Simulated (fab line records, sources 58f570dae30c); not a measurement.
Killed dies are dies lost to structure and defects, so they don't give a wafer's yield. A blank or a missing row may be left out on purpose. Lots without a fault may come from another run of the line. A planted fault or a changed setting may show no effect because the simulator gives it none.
Chamber matching | flow berkeley_cmos170 | UCB170_V1_CVD_00 on pecvd-01: 3 sister chambers
The step deposits SiO2 from TEOS/O2, target thk 2000 nm, time 250 s. 6 wafers are shown with their chamber, then 7 later ones without.

WAFERS WITH THEIR CHAMBER
wafer  | chamber | heater_power_w (W)
L536.3 | 0       | 263
L538.2 | 1       | 214
L538.3 | 2       | 335
L538.5 | 1       | 262
L542.1 | 0       | 276
L542.2 | 2       | 343

WAFERS WITHOUT THEIR CHAMBER
wafer  | heater_power_w (W)
L542.5 | 178
L540.3 | 241
L540.5 | 255
L540.6 | 178
L545.2 | 343
L545.3 | 240
L545.4 | 258

WHICH CHAMBER EACH WENT THROUGH
wafer  | from the rows above     | in truth
L542.5 | can't be placed: 1 or 0 | 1
L540.3 | can't be placed: 1 or 0 | 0
L540.5 | can't be placed: 0 or 1 | 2
L540.6 | can't be placed: 1 or 0 | 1
L545.2 | 2                       | 2
L545.3 | can't be placed: 1 or 0 | 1
L545.4 | can't be placed: 0 or 1 | 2
Placed correctly: 1 of 7. Can't be placed from these rows: 6 (the true chamber is among the candidates in 4). Placed wrongly: 0.
How it was worked out, from the rows above alone: a wafer's distance from a chamber is the root of the sum, over the readings, of the square of ((its reading less the chamber's mean) divided by the reading's scatter). The wafer belongs to the nearest chamber; if the next one is less than 2 further off, it can't be placed. A chamber's mean is the mean of its shown wafers. The scatter: the root of (the sum of the squares of (reading less its chamber's mean) over the shown wafers, divided by (wafers less chambers)).
